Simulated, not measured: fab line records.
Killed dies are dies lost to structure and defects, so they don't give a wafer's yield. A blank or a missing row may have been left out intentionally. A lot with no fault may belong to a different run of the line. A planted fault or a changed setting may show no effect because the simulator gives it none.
fab line records    flow berkeley-cmos170
[record] lots = 5  wafers = 23
route steps=331 shown V1@261 M2@272 V2@301 M3@310
start-h: hours from the record's opening day to when the first of the lot's shown wafers began    wait-h: time in hours since the lot's previous step    " same as the row above    L1.1+2: a single row standing in for several wafers    - either no value or no given start    * or withheld: withheld    < > ~ a bound
route shown NAME@n: names a module that has steps shown in the file, with the first one's number in the route    usual: average and standard deviation across the fault-free wafers    same: alike in all rows    chamber/n: place in a boat    sites: each site's reading    _std_site: standard deviation across them    _edge_site: inner sites' mean taken away from outer sites' mean    radius-mm: for every site, how far away it sits from the centre of the wafer    mask NAME#n: copy n    behind: tool/chamber where the wafer was last shaped    hold: cause of the lot's hold/its duration in hours/its outcome    device: the n, p or np transistor that did not switch    end of line: tests of these same wafers at the route's end    where a step has no rows: the recipe by itself    killed: the dies lost at the first sort to structure and to defects; this is not the yield of the wafer    map: dies across one wafer; x = killed, . = not, _ = none there
set.NAME: setting as actually run; set.NAME@STEP: the setting as run at that earlier step    model.NAME: the simulator's own value behind a step, which no gauge read
one table per step and one row per wafer, for lots whose settings were changed on purpose
[[steps]]
[step UCB170_V1_COAT_07]
[recipe] resist = KrF  spin-rpm = 1500  resist-thk-nm = 900
lot.wafer  tool            chamber  start-h  wait-h  set.spin-rpm  model.KrF_of_V1_COAT_07.thk-nm
L074.1     litho-track-03  0        194.37   0.1     1500          897.6
L074.2     "               0        "        "       1575          878.2
L074.3     "               0        "        "       1575          880.7
L074.4     "               0        "        "       1500          901
L074.6     "               0        "        "       1500          899.3
L078.1     litho-track-04  0        212.87   0.1     1500          898.7
L078.2     "               0        "        "       1533          891.1
L078.3     "               0        "        "       1500          900.5
L078.4     "               0        "        "       1533          890.7
L078.5     "               0        "        "       1500          900.6
L081.3     litho-track-01  0        232.64   0.1     1500          898.1
L081.5     "               0        "        "       1500          896.5
L081.6     "               0        "        "       1500          898
L084.2     litho-track-01  0        241.93   0.1     1500          902.7
L084.3     "               0        "        "       1500          897.4
L084.4     "               0        "        "       1500          899.9
L084.5     "               0        "        "       1500          898.7
L084.6     "               0        "        "       1500          899
L083.1     litho-track-03  0        244.75   0.1     1500          902.1
L083.3     "               0        "        "       1500          902.7
L083.4     "               0        "        "       1500          902
L083.5     "               0        "        "       1500          903.5
L083.6     "               0        "        "       1500          903.6
[step UCB170_V1_SOFTBAKE_08]
[recipe] resist = KrF  temp-c = 130  time-s = 60
[step UCB170_V1_EXPOSE_09]
[recipe] mask-id = VIA1  target-cd-nm = 700  na = 0.5  sigma-outer = 0.6  source-shape = conventional  dose-mj = 37
[step UCB170_V1_ETCH_14]
[recipe] chemistry = CHF3/CF4/Ar  target = SiO2  stop-on = Al  CHF3_flow_sccm = 45  cf4-flow-sccm = 15  Ar_flow_sccm = 150  pressure-mtorr = 200  rf-w = 700  target-depth-a = 12500  over-etch-frac = 0.25  time-s = 291
lot.wafer  tool         chamber  start-h  wait-h  set.spin-rpm@V1_COAT_07  model.KrF_of_V1_COAT_07.thk-nm
L074.1     rie-diel-02  1        195.55   0.0     1500                     613
L074.2     "            2        "        "       1575                     591
L074.3     "            3        "        "       1575                     592
L074.4     "            0        "        "       1500                     620.6
L074.6     "            2        "        "       1500                     610
L078.1     rie-diel-02  0        213.99   0.0     1500                     616.6
L078.2     "            2        "        "       1533                     602.3
L078.3     "            3        "        "       1500                     609.1
L078.4     "            1        "        "       1533                     602.7
L078.5     "            2        "        "       1500                     610.3
L081.3     rie-diel-04  0        233.44   0.0     1500                     608
L081.5     "            3        "        "       1500                     604.4
L081.6     "            0        "        "       1500                     611.6
L084.2     rie-diel-03  2        242.75   0.0     1500                     618.6
L084.3     "            3        "        "       1500                     609.1
L084.4     "            1        "        "       1500                     617.4
L084.5     "            3        "        "       1500                     609.4
L084.6     "            2        "        "       1500                     614
L083.1     rie-diel-04  3        245.73   0.0     1500                     611.6
L083.3     "            1        "        "       1500                     611.2
L083.4+5   "            2        "        "       1500                     618.7
L083.6     "            3        "        "       1500                     611.5
[step UCB170_V1_STRIP_15]
[recipe] chemistry = O2  power-w = 400  pressure-mtorr = 3500  platen-temp-c = withheld  o2-flow-sccm = 400  overash-fraction = 0.5
[usual] strip-time-to-endpoint-s = 15.38/0.12
lot.wafer  tool             chamber  start-h  wait-h  set.spin-rpm@V1_COAT_07  strip-time-to-endpoint-s
L074.1     plasma-asher-04  1        195.72   0.1     1500                     15.37
L074.2     "                0        "        "       1575                     14.85
L074.3     "                0        "        "       1575                     14.86
L074.4     "                1        "        "       1500                     15.57
L074.6     "                0        "        "       1500                     15.31
L078.1     plasma-asher-01  0        214.16   0.1     1500                     15.47
L078.2     "                1        "        "       1533                     15.13
L078.3     "                0        "        "       1500                     15.29
L078.4     "                1        "        "       1533                     15.12
L078.5     "                0        "        "       1500                     15.31
L081.3     plasma-asher-04  1        233.65   0.1     1500                     15.27
L081.5     "                1        "        "       1500                     15.17
L081.6     "                0        "        "       1500                     15.34
L084.2     plasma-asher-04  0        242.93   0.1     1500                     15.50
L084.3     "                1        "        "       1500                     15.28
L084.4     "                0        "        "       1500                     15.48
L084.5     "                0        "        "       1500                     15.30
L084.6     "                1        "        "       1500                     15.38
L083.1     plasma-asher-04  1        245.90   0.1     1500                     15.34
L083.3     "                1        "        "       1500                     15.35
L083.4     "                0        "        "       1500                     15.50
L083.5     "                1        "        "       1500                     15.52
L083.6     "                0        "        "       1500                     15.35
[step UCB170_M2_SPUTTER_01]
[recipe] material = Al  target-thk-nm = 900  time-s = 120  power-w = 6000  chamber-pressure-pa = 0.5
lot.wafer  tool            chamber  start-h  wait-h  set.time-s  model.Al_of_M2_SPUTTER_01.thk-nm
L074.1     pvd-sputter-01  -        196.01   0.0     135.9       1011
L074.2     "               -        "        "       120         891.8
L074.3     "               -        "        "       135.9       1008
L074.4     "               -        "        "       135.9       993.1
L074.6     "               -        "        "       120         875.2
L078.1     pvd-sputter-02  -        214.45   0.0     111.1       834.3
L078.2     "               -        "        "       120         889.9
L078.3     "               -        "        "       111.1       833.9
L078.4     "               -        "        "       120         911.2
L078.5     "               -        "        "       120         902.3
L081.3     pvd-sputter-02  -        233.90   0.0     120         915.6
L081.5     "               -        "        "       120         916.8
L081.6     "               -        "        "       120         915.3
L084.2     pvd-sputter-02  -        243.22   0.0     120         909.9
L084.3     "               -        "        "       137.4       1036
L084.4     "               -        "        "       120         897.6
L084.5     "               -        "        "       137.4       1037
L084.6     "               -        "        "       137.4       1041
L083.1     pvd-sputter-01  -        246.19   0.0     120         895.9
L083.3     "               -        "        "       120         894.4
L083.4     "               -        "        "       106.4       807.4
L083.5     "               -        "        "       106.4       796.2
L083.6     "               -        "        "       106.4       799.9
[step UCB170_M2_RS_MEAS_02]
[recipe] thk-meas-gauge = four-point-probe  reads = Al_of_M2_SPUTTER_01
[usual] M2_AL_RS = 0.0322/0.00039
lot.wafer  tool           chamber  start-h  wait-h  set.time-s@M2_SPUTTER_01  M2_AL_RS[ohm/sq]
L074.1     film-metro-04  -        196.09   0.0     135.9                     0.0286
L074.2     "              -        "        "       120                       0.0325
L074.3     "              -        "        "       135.9                     0.0287
L074.4     "              -        "        "       135.9                     0.0291
L074.6     "              -        "        "       120                       0.0330
L078.1     film-metro-04  -        214.53   0.0     111.1                     0.0347
L078.2     "              -        "        "       120                       0.0325
L078.3     "              -        "        "       111.1                     0.0347
L078.4     "              -        "        "       120                       0.0318
L078.5     "              -        "        "       120                       0.0322
L081.3     film-metro-04  -        234.03   0.1     120                       0.0316
L081.5     "              -        "        "       120                       0.0316
L081.6     "              -        "        "       120                       0.0317
L084.2     film-metro-01  -        243.32   0.1     120                       0.0317
L084.3     "              -        "        "       137.4                     0.0279
L084.4     "              -        "        "       120                       0.0321
L084.5     "              -        "        "       137.4                     0.0279
L084.6     "              -        "        "       137.4                     0.0277
L083.1     film-metro-02  -        246.27   0.0     120                       0.0323
L083.3     "              -        "        "       120                       0.0323
L083.4     "              -        "        "       106.4                     0.0359
L083.5     "              -        "        "       106.4                     0.0364
L083.6     "              -        "        "       106.4                     0.0363
[step UCB170_M2_THK_MEAS_03]
[recipe] thk-meas-gauge = xrf  reads = Al_of_M2_SPUTTER_01
[usual] M2_AL_THK = 918/13
lot.wafer  tool           chamber  start-h  wait-h  set.time-s@M2_SPUTTER_01  M2_AL_THK[nm]
L074.1     film-metro-04  -        196.21   0.1     135.9                     1031
L074.2     "              -        "        "       120                       908
L074.3     "              -        "        "       135.9                     1027
L074.4     "              -        "        "       135.9                     1007
L074.6     "              -        "        "       120                       894
L078.1     film-metro-04  -        214.65   0.1     111.1                     851
L078.2     "              -        "        "       120                       909
L078.3     "              -        "        "       111.1                     847
L078.4     "              -        "        "       120                       926
L078.5     "              -        "        "       120                       915
L081.3     film-metro-04  -        234.13   0.1     120                       929
L081.5     "              -        "        "       120                       930
L081.6     "              -        "        "       120                       924
L084.2     film-metro-01  -        243.43   0.1     120                       937
L084.3     "              -        "        "       137.4                     1067
L084.4     "              -        "        "       120                       917
L084.5     "              -        "        "       137.4                     1069
L084.6     "              -        "        "       137.4                     1074
L083.1     film-metro-02  -        246.39   0.1     120                       910
L083.3     "              -        "        "       120                       907
L083.4     "              -        "        "       106.4                     821
L083.5     "              -        "        "       106.4                     810
L083.6     "              -        "        "       106.4                     812
[step UCB170_M2_SOFTBAKE_06]
[recipe] resist = KrF  temp-c = 130  time-s = 60
lot.wafer   tool            chamber  start-h  wait-h  set.time-s
L074.1+2+6  litho-track-04  0        196.69   0.1     60
L074.3+4    "               0        "        "       51.19
L078.1+2+3  litho-track-03  0        215.47   0.1     60
L078.4+5    "               0        "        "       63.59
L081.3+5+6  litho-track-04  0        234.55   0.1     60
L084.2+3+5  litho-track-03  0        243.93   0.1     60
L084.4+6    "               0        "        "       66.91
L083.1+3+5  litho-track-03  0        246.75   0.1     60
L083.4+6    "               0        "        "       56.51
[step UCB170_M2_STRIP_07]
[recipe] chemistry = O2  power-w = 400  pressure-mtorr = 3500  platen-temp-c = withheld  o2-flow-sccm = 400  overash-fraction = 0.5
[step UCB170_M2_STRIP_08]
[recipe] chemistry = DMSO  temp-c = 80  time-s = 600  material = KrF
[step UCB170_M2_ETCH_17]
[recipe] chemistry = N2/H2  target-depth-a = withheld  overetch-a = withheld  target = BARC  time-s = withheld  source-w = 500  bias-w = 100  pressure-mtorr = 30  n2-flow-sccm = 100  h2-flow-sccm = 200
[step UCB170_M2_METAL_ETCH_18]
[recipe] chemistry = Cl2/BCl3  target = Al  stop-on = SiO2  pressure-mtorr = 12  target-depth-a = 11700  over-etch-frac = 0.3  time-s = 195  icp-w = 600  bias-w = 120  Cl2_flow_sccm = 90  bcl3-flow-sccm = 45
[usual] oes-product-au = 0.844/0.015
lot.wafer  tool          chamber  start-h  wait-h  set.time-s@M2_SPUTTER_01  oes-product-au
L074.1     rie-metal-03  1        198.65   -       135.9                     0.889
L074.2     "             0        "        "       120                       0.839
L074.3     "             1        "        "       135.9                     0.886
L074.4     "             0        "        "       135.9                     0.890
L074.6     "             1        "        "       120                       0.821
L078.1     rie-metal-04  1        217.82   -       111.1                     0.815
L078.2     "             0        "        "       120                       0.849
L078.3     "             1        "        "       111.1                     0.815
L078.4     "             0        "        "       120                       0.858
L078.5     "             1        "        "       120                       0.848
L081.3     rie-metal-04  1        237.46   -       120                       0.856
L081.5     "             1        "        "       120                       0.863
L081.6     "             0        "        "       120                       0.858
L084.2     rie-metal-03  0        245.75   -       120                       0.875
L084.3     "             1        "        "       137.4                     0.903
L084.4     "             0        "        "       120                       0.866
L084.5     "             0        "        "       137.4                     0.954
L084.6     "             1        "        "       137.4                     0.901
L083.1     rie-metal-04  0        250.69   -       120                       0.842
L083.3     "             0        "        "       120                       0.855
L083.4     "             1        "        "       106.4                     0.807
L083.5     "             1        "        "       106.4                     0.798
L083.6     "             0        "        "       106.4                     0.797
[step UCB170_V2_EXPOSE_09]
[recipe] mask-id = VIA2  target-cd-nm = 700  na = 0.5  sigma-outer = 0.6  source-shape = conventional  dose-mj = 37
lot.wafer   tool            chamber  start-h  wait-h  mask    set.dose-mj
L074.1+2    krf-scanner-01  0        200.52   0.1     VIA2#0  35.19
L074.3+4+6  "               0        "        "       VIA2#0  37
L078.1+2    krf-scanner-01  0        220.25   0.5     VIA2#0  34.5
L078.3+4+5  "               0        "        "       VIA2#0  37
L081.3+5+6  krf-scanner-01  0        239.25   0.1     VIA2#0  37
L084.2+6    krf-scanner-01  0        247.52   0.1     VIA2#0  39.73
L084.3+4+5  "               0        "        "       VIA2#0  37
L083.1+3+6  krf-scanner-01  0        252.81   0.1     VIA2#0  36.26
L083.4+5    "               0        "        "       VIA2#0  37
[step UCB170_V2_PEB_10]
[recipe] peb-temp-c = 130  peb-time-s = withheld  resist = KrF
[step UCB170_V2_DEVELOP_11]
[recipe] developer = TMAH  develop-time-s = 45  resist = KrF  dev-temp-c = 21
[step UCB170_V2_CD_MEAS_12]
[recipe] target-cd-nm = 700
[usual] cd-nm = 699.3/1.5
lot.wafer  tool       chamber  start-h  wait-h  set.dose-mj@V2_EXPOSE_09  cd-nm
L074.1     cd-sem-02  -        200.95   -       35.19                     694.7
L074.2     "          -        "        "       35.19                     692.9
L074.3     "          -        "        "       37                        701.8
L074.4     "          -        "        "       37                        701.2
L074.6     "          -        "        "       37                        702.7
L078.1     cd-sem-01  -        221.33   -       34.5                      688.0
L078.2     "          -        "        "       34.5                      690.1
L078.3     "          -        "        "       37                        699.9
L078.4     "          -        "        "       37                        700.2
L078.5     "          -        "        "       37                        700.1
L081.3     cd-sem-02  -        239.81   -       37                        699.0
L081.5     "          -        "        "       37                        699.9
L081.6     "          -        "        "       37                        700.1
L084.2     cd-sem-02  -        247.91   -       39.73                     713.3
L084.3     "          -        "        "       37                        699.8
L084.4     "          -        "        "       37                        699.5
L084.5     "          -        "        "       37                        701.0
L084.6     "          -        "        "       39.73                     711.9
L083.1     cd-sem-02  -        254.00   -       36.26                     694.3
L083.3     "          -        "        "       36.26                     693.9
L083.4     "          -        "        "       37                        697.6
L083.5     "          -        "        "       37                        698.5
L083.6     "          -        "        "       36.26                     694.3
[step UCB170_V2_ETCH_14]
[recipe] chemistry = CHF3/CF4/Ar  target = SiO2  stop-on = Al  CHF3_flow_sccm = 45  cf4-flow-sccm = 15  Ar_flow_sccm = 150  pressure-mtorr = 200  rf-w = 700  target-depth-a = 12500  over-etch-frac = 0.25  time-s = 291
lot.wafer  tool         chamber  start-h  wait-h  set.dose-mj@V2_EXPOSE_09  model.V2.cd-nm
L074.1     rie-diel-04  3        201.10   0.0     35.19                     696.1
L074.2     "            1        "        "       35.19                     692.9
L074.3     "            0        "        "       37                        702.1
L074.4     "            2        "        "       37                        701.1
L074.6     "            2        "        "       37                        702.9
L078.1     rie-diel-04  3        221.49   0.0     34.5                      689
L078.2     "            2        "        "       34.5                      689.2
L078.3+4   "            1,0      "        "       37                        700
L078.5     "            3        "        "       37                        701.1
L081.3     rie-diel-02  0        239.92   0.0     37                        698.7
L081.5     "            3        "        "       37                        700.3
L081.6     "            0        "        "       37                        699.5
L084.2     rie-diel-04  1        248.04   0.0     39.73                     713.3
L084.3     "            0        "        "       37                        699.7
L084.4     "            3        "        "       37                        700.2
L084.5     "            3        "        "       37                        701.6
L084.6     "            2        "        "       39.73                     711.4
L083.1     rie-diel-04  2        254.16   0.0     36.26                     693.9
L083.3     "            0        "        "       36.26                     693.5
L083.4     "            1        "        "       37                        698.6
L083.5     "            2        "        "       37                        697.2
L083.6     "            3        "        "       36.26                     695
[step UCB170_V2_STRIP_15]
[recipe] chemistry = O2  power-w = 400  pressure-mtorr = 3500  platen-temp-c = withheld  o2-flow-sccm = 400  overash-fraction = 0.5
[step UCB170_V2_CD_MEAS_90]
[recipe] target-cd-nm = 700
[usual] cd-nm = 699.4/1.7
lot.wafer  tool       chamber  start-h  wait-h  set.dose-mj@V2_EXPOSE_09  cd-nm
L074.1     cd-sem-02  -        201.38   0.1     35.19                     696.2
L074.2     "          -        "        "       35.19                     692.9
L074.3     "          -        "        "       37                        702.0
L074.4     "          -        "        "       37                        701.3
L074.6     "          -        "        "       37                        702.6
L078.1     cd-sem-01  -        221.78   0.1     34.5                      688.4
L078.2     "          -        "        "       34.5                      689.6
L078.3     "          -        "        "       37                        700.1
L078.4     "          -        "        "       37                        700.0
L078.5     "          -        "        "       37                        701.0
L081.3     cd-sem-01  -        240.24   0.1     37                        698.8
L081.5     "          -        "        "       37                        700.3
L081.6     "          -        "        "       37                        699.5
L084.2     cd-sem-01  -        248.34   0.1     39.73                     713.4
L084.3     "          -        "        "       37                        699.4
L084.4     "          -        "        "       37                        700.3
L084.5     "          -        "        "       37                        701.8
L084.6     "          -        "        "       39.73                     711.2
L083.1     cd-sem-02  -        254.43   0.1     36.26                     693.7
L083.3     "          -        "        "       36.26                     693.2
L083.4     "          -        "        "       37                        698.4
L083.5     "          -        "        "       37                        697.5
L083.6     "          -        "        "       36.26                     694.9
[step UCB170_M3_SPUTTER_01]
[recipe] material = Al  target-thk-nm = 900  time-s = 120  power-w = 6000  chamber-pressure-pa = 0.5
lot.wafer  tool            chamber  start-h  wait-h  set.power-w  model.Al_of_M3_SPUTTER_01.thk-nm
L074.1     pvd-sputter-04  -        201.57   0.0     5690         847.2
L074.2     "               -        "        "       5690         856.5
L074.3     "               -        "        "       5690         846.3
L074.4     "               -        "        "       6000         901.4
L074.6     "               -        "        "       6000         895.2
L078.1     pvd-sputter-01  -        221.97   0.0     5647         858.2
L078.2     "               -        "        "       6000         905.7
L078.3     "               -        "        "       6000         895.1
L078.4     "               -        "        "       6000         912.6
L078.5     "               -        "        "       5647         847.3
L081.3     pvd-sputter-01  -        240.39   0.0     6000         891.6
L081.5     "               -        "        "       6000         895.1
L081.6     "               -        "        "       6000         907.5
L084.2     pvd-sputter-02  -        248.51   0.0     6000         915
L084.3     "               -        "        "       6000         923.3
L084.4     "               -        "        "       6000         926.1
L084.5     "               -        "        "       6000         909.8
L084.6     "               -        "        "       6000         926.2
L083.1     pvd-sputter-02  -        254.62   0.0     6000         903.1
L083.3     "               -        "        "       6000         915
L083.4     "               -        "        "       6000         912.2
L083.5     "               -        "        "       6000         916.2
L083.6     "               -        "        "       6000         915.5
[step UCB170_M3_RS_MEAS_02]
[recipe] thk-meas-gauge = four-point-probe  reads = Al_of_M3_SPUTTER_01
[usual] M3_AL_RS = 0.0320/0.00043
lot.wafer  tool           chamber  start-h  wait-h  set.power-w@M3_SPUTTER_01  M3_AL_RS[ohm/sq]
L074.1     film-metro-01  -        201.65   0.0     5690                       0.0342
L074.2     "              -        "        "       5690                       0.0338
L074.3     "              -        "        "       5690                       0.0342
L074.4     "              -        "        "       6000                       0.0321
L074.6     "              -        "        "       6000                       0.0323
L078.1     film-metro-01  -        222.05   0.0     5647                       0.0337
L078.2     "              -        "        "       6000                       0.0319
L078.3     "              -        "        "       6000                       0.0323
L078.4     "              -        "        "       6000                       0.0316
L078.5     "              -        "        "       5647                       0.0341
L081.3     film-metro-01  -        240.51   0.1     6000                       0.0324
L081.5     "              -        "        "       6000                       0.0323
L081.6     "              -        "        "       6000                       0.0319
L084.2     film-metro-01  -        248.61   0.1     6000                       0.0316
L084.3     "              -        "        "       6000                       0.0313
L084.4     "              -        "        "       6000                       0.0312
L084.5     "              -        "        "       6000                       0.0317
L084.6     "              -        "        "       6000                       0.0312
L083.1     film-metro-01  -        254.70   0.0     6000                       0.0320
L083.3     "              -        "        "       6000                       0.0316
L083.4     "              -        "        "       6000                       0.0317
L083.5     "              -        "        "       6000                       0.0316
L083.6     "              -        "        "       6000                       0.0315
[step UCB170_M3_THK_MEAS_03]
[recipe] thk-meas-gauge = xrf  reads = Al_of_M3_SPUTTER_01
[usual] M3_AL_THK = 927/14
lot.wafer  tool           chamber  start-h  wait-h  set.power-w@M3_SPUTTER_01  M3_AL_THK[nm]
L074.1     film-metro-01  -        201.77   0.1     5690                       874
L074.2     "              -        "        "       5690                       879
L074.3     "              -        "        "       5690                       869
L074.4     "              -        "        "       6000                       925
L074.6     "              -        "        "       6000                       920
L078.1     film-metro-01  -        222.17   0.1     5647                       886
L078.2     "              -        "        "       6000                       932
L078.3     "              -        "        "       6000                       923
L078.4     "              -        "        "       6000                       939
L078.5     "              -        "        "       5647                       874
L081.3     film-metro-01  -        240.61   0.1     6000                       914
L081.5     "              -        "        "       6000                       920
L081.6     "              -        "        "       6000                       936
L084.2     film-metro-01  -        248.72   0.1     6000                       943
L084.3     "              -        "        "       6000                       942
L084.4     "              -        "        "       6000                       957
L084.5     "              -        "        "       6000                       934
L084.6     "              -        "        "       6000                       951
L083.1     film-metro-01  -        254.82   0.1     6000                       928
L083.3     "              -        "        "       6000                       939
L083.4     "              -        "        "       6000                       938
L083.5     "              -        "        "       6000                       943
L083.6     "              -        "        "       6000                       943
[[key]]
[split] step = UCB170_V1_COAT_07  setting = spin-rpm  stated = 1500  by = wafer
[response] step = UCB170_V1_COAT_07  reading = model.KrF_of_V1_COAT_07.thk-nm  change = -3.99  per = 1%  r = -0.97
[response] step = UCB170_V1_ETCH_14  reading = model.KrF_of_V1_COAT_07.thk-nm  change = -4.56  per = 1%  r = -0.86
[response] step = UCB170_V1_STRIP_15  reading = strip-time-to-endpoint-s  change = *  per = 1%  r = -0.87
[split] step = UCB170_M2_SPUTTER_01  setting = time-s  stated = 120  by = wafer
[response] step = UCB170_M2_SPUTTER_01  reading = model.Al_of_M2_SPUTTER_01.thk-nm  change = +8.97  per = 1%  r = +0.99
[response] step = UCB170_M2_RS_MEAS_02  reading = M2_AL_RS  change = -0.000308  per = 1%  r = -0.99
[response] step = UCB170_M2_THK_MEAS_03  reading = M2_AL_THK  change = +9.2  per = 1%  r = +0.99
[response] step = UCB170_M2_METAL_ETCH_18  reading = oes-product-au  change = +0.00402  per = 1%  r = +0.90
[split] step = UCB170_M2_SOFTBAKE_06  setting = time-s  stated = 60  by = wafer
response none clear
[split] step = UCB170_V2_EXPOSE_09  setting = dose-mj  stated = 37  by = wafer
[response] step = UCB170_V2_CD_MEAS_12  reading = cd-nm  change = +1.67  per = 1%  r = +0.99
[response] step = UCB170_V2_ETCH_14  reading = model.V2.cd-nm  change = +1.62  per = 1%  r = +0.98
[response] step = UCB170_V2_CD_MEAS_90  reading = cd-nm  change = +1.63  per = 1%  r = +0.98
[split] step = UCB170_M3_SPUTTER_01  setting = power-w  stated = 6000  by = wafer
[response] step = UCB170_M3_SPUTTER_01  reading = model.Al_of_M3_SPUTTER_01.thk-nm  change = +9.03  per = 1%  r = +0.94
[response] step = UCB170_M3_RS_MEAS_02  reading = M3_AL_RS  change = -0.000342  per = 1%  r = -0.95
[response] step = UCB170_M3_THK_MEAS_03  reading = M3_AL_THK  change = +8.98  per = 1%  r = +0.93
